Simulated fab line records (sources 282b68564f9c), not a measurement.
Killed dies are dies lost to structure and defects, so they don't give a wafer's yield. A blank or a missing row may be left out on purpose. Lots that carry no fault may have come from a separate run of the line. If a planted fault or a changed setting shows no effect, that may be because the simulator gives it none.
Which of the tools did it? ; flow rit-cmos ; 42 wafers from 14 lots sampled at 2 of the route's 202 steps

## WHAT THE GAUGES SHOWED, per wafer
RIT_PRETRO_TW_MEAS_10.
lot;measured;on;PRETRO_TW
L361;day 2 12:58;film-metro-02;471 471 474
L364;day 3 04:14;film-metro-04;470 472 467
L366;day 3 15:11;film-metro-04;471 470 472
L367;day 3 19:49;film-metro-04;472 473 471
L368;day 4 00:08;film-metro-02;473 471 474
L370;day 4 12:07;film-metro-04;469 466 466
L371;day 4 17:18;film-metro-04;465 466 468
L372;day 5 00:20;film-metro-04;467 465 464
L374;day 5 06:36;film-metro-03;550 555 551
L375;day 5 12:08;film-metro-04;540 537 539
L380;day 6 11:44;film-metro-02;474 475 474
L381;day 6 16:17;film-metro-03;477 478 477
L382;day 6 22:16;film-metro-02;471 474 471
L383;day 7 02:37;film-metro-03;471 473 472

## EACH LOT AND THE TOOL THAT RAN IT (in order: tool; ch and the chambers of the sampled wafers; start)
lot;RIT_PRETRO_IMPLANT_08
L361;implanter-04 ch 0, day 2 12:38
L364;implanter-03 ch 0, day 3 03:55
L366;implanter-04 ch 0, day 3 14:52
L367;implanter-01 ch 0, day 3 19:30
L368;implanter-04 ch 0, day 3 23:52
L370;implanter-03 ch 0, day 4 11:48
L371;implanter-01 ch 0, day 4 16:58
L372;implanter-03 ch 0, day 5 00:01
L374;implanter-03 ch 0, day 5 06:17
L375;implanter-03 ch 0, day 5 11:48
L380;implanter-01 ch 0, day 6 11:25
L381;implanter-04 ch 0, day 6 15:59
L382;implanter-04 ch 0, day 6 21:58
L383;implanter-04 ch 0, day 7 02:17
- RIT_PRETRO_IMPLANT_08

## WHAT THE TOOLS THEMSELVES READ (means of the sampled wafers that have a number; where no wafer has one, the mark that the record gives instead)
RIT_PRETRO_IMPLANT_08.
lot;tool;dose-ions-cm2;faraday-current-uA
L361;implanter-04;1.2e+13;38.5
L364;implanter-03;1.2e+13;37.9
L366;implanter-04;1.2e+13;37.8
L367;implanter-01;1.2e+13;38.1
L368;implanter-04;1.2e+13;37.3
L370;implanter-03;1.2e+13;38.4
L371;implanter-01;1.2e+13;37.4
L372;implanter-03;1.2e+13;38.3
L374;implanter-03;1.9e+13;60.9
L375;implanter-03;1.9e+13;60.0
L380;implanter-01;1.2e+13;38.1
L381;implanter-04;1.2e+13;37.7
L382;implanter-04;1.2e+13;38.4
L383;implanter-04;1.2e+13;38.2

## THE ANSWER, worked out from the rows above alone
Rule: usual is defined by the lots themselves. Put in order of their means at a reading, lots are off if they are a third of the lots or fewer, leave a main group of 4 or more, and stand apart from it by a gap of 3 or more times the standard deviation of the main group's means; of several such gaps the widest counts. The tables above print the reading to a certain number of digits; a main group whose means all agree to those digits is not used. A lot without any number at a reading at which 4 lots or more have one is off too. Any other lot the step has rows for is counted as sound. After the gauges, taken in route order, come the tools' own readings; for these a lot's mean is taken, as printed above. The first step at which some lot is off is used, and at that step the reading that is off furthest; a lot without a number counts as furthest.
Off: L374, L375, seen at RIT_PRETRO_TW_MEAS_10 (PRETRO_TW). The main group has a mean of 471 with a standard deviation of 3.3.
If a tool, at a process step before that reading, ran all the lots that are off and no sound lot after the first of them, it fits. The gauges at RIT_PRETRO_TW_MEAS_10 aren't tried: what is off there is off at RIT_PRETRO_IMPLANT_08 too, on other tools, and a gauge's error can't cause that. One fits: RIT_PRETRO_IMPLANT_08 on implanter-03. A fault onset in the window from L372 (day 5 00:01, its last sound lot) to L374 (day 5 06:17, its first lot off) fits.
The tool's own readings at RIT_PRETRO_IMPLANT_08 bear it out: on the lots that are off they differ by more than 5 times the standard deviation of the sound lots' means. dose-ions-cm2 reads 1.9e+13 there against 1.2e+13 on the sound lots; faraday-current-uA reads 60.5 there against 38.0 on the sound lots.

## WHAT HAD BEEN PUT IN BY THE SIMULATOR
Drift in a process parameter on implanter-03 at RIT_PRETRO_IMPLANT_08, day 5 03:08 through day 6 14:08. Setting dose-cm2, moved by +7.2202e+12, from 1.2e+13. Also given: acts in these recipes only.
Struck lots among those shown: L374, L375. The same result came from the rule above.
